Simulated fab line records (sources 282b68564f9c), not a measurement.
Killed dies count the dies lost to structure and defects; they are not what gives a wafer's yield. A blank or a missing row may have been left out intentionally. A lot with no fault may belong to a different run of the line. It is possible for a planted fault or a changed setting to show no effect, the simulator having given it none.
A lot that was struck, set against a sound lot | flow rit-cmos | 21 out of 202 route steps
Sound: wafers L355.1, L355.5, L355.6. The struck wafers were L356.1, L356.2, L356.3. The cause is named last.
Per side, at each step with rows, come the tool, then ch with its chambers, and then its first start. Under that, the readings that differ: sound wafers | struck wafers | difference of the means | sigmas: that difference in standard deviations of wafers without a fault.
alike: readings with means less than 2 such deviations apart, plus words and numbers identical on both sides. not compared: withheld readings, readings lacking a value on some wafer, bounds such as >300 that could conceal the same value, and numbers that have no deviation in the record and whose values overlap.
Wherever a step has rows on one side only, a row that says differs or no value, or a row with sigmas, the two part there. Numbers that have no deviation but don't overlap get no sigmas and don't part them. Lack of a reading on every wafer of one side parts them only where that side has two or more wafers.

first, 6 steps without rows for these wafers: RIT_NLDD_HMDS_00 (prime time 60 s); RIT_NLDD_COAT_01 (resist thk 1000 nm); RIT_NLDD_SOFTBAKE_02 (time 60 s); RIT_NLDD_EXPOSE_03 (exposes mask M7, target cd 40700 nm); RIT_NLDD_PEB_04; RIT_NLDD_DEVELOP_05 (develop time 50 s).
RIT_NLDD_OVL_MEAS_06:
  sound on overlay-02, day 5 16:44; struck on overlay-01, day 5 17:17
  reading       | sound       | struck         | difference | sigmas
  NLDD_OVL (nm) | 4.4 3.5 2.4 | -2.2 -1.9 -2.9 | -5.8       | -3
then, 2 steps without rows for these wafers: RIT_NLDD_HARDBAKE_07 (time 60 s); RIT_NLDD_IMPLANT_08.
RIT_NLDD_STRIP_09: strips in O2, time 180 s.
  sound on plasma-asher-03 ch 0,1, day 5 17:21; struck on plasma-asher-03 ch 0,1, day 5 17:37
  alike: drypump-motor-current-A, rf-refl-power-W
  not compared: rf-hours-counter-h
RIT_NLDD_TW_MEAS_10:
  sound on film-metro-01, day 5 17:32; struck on film-metro-04, day 5 17:47
  alike: NLDD_TW
then, 1 step without rows for these wafers: RIT_PLDD_HMDS_00 (prime time 60 s).
RIT_PLDD_COAT_01: resist thk 1000 nm.
  sound on litho-track-01 ch 0, day 5 17:44; struck on litho-track-03 ch 0, day 5 18:00
  reading                                   | sound           | struck            | difference | sigmas
  dispense-pressure-kPa (kPa)               | 56 56 56        | 44 44 44          | -12        | -2
  model.NOVOLAK_of_PLDD_COAT_01.thk-nm (nm) | 1001 999.3 1002 | 961.4 959.3 959.1 | -40.8      |
  alike: spin-speed-rpm
then, 4 steps without rows for these wafers: RIT_PLDD_SOFTBAKE_02 (time 60 s); RIT_PLDD_EXPOSE_03 (exposes mask M8, target cd 40900 nm); RIT_PLDD_PEB_04; RIT_PLDD_DEVELOP_05 (develop time 50 s).
RIT_PLDD_OVL_MEAS_06:
  sound on overlay-01, day 5 18:34; struck on overlay-02, day 5 18:49
  alike: PLDD_OVL
RIT_PLDD_HARDBAKE_07: time 60 s.
  sound on litho-track-02 ch 0, day 5 18:36; struck on litho-track-01 ch 0, day 5 18:52
  reading                                   | sound             | struck            | difference | sigmas
  model.NOVOLAK_of_PLDD_COAT_01.thk-nm (nm) | 884.5 883.1 885.1 | 849.9 848.2 847.9 | -35.6      |
next, for these wafers, 1 step has no rows: RIT_PLDD_IMPLANT_08.
RIT_M1_PROBE_99:
  sound on prober-02, day 6 10:44; struck on prober-01, day 6 09:21
  alike: killed_at_M0_to_M3, killed-at-contacts, killed-at-front-end, killed-dies, killed-on-rim, killed-open, killed-short

== WHERE THEY PART ==
Last at RIT_PLDD_COAT_01 as far as this record goes, first at RIT_NLDD_OVL_MEAS_06. Later steps at which nothing parts them and some readings are alike: RIT_PLDD_OVL_MEAS_06, RIT_M1_PROBE_99.

WHY: what the simulator had put in
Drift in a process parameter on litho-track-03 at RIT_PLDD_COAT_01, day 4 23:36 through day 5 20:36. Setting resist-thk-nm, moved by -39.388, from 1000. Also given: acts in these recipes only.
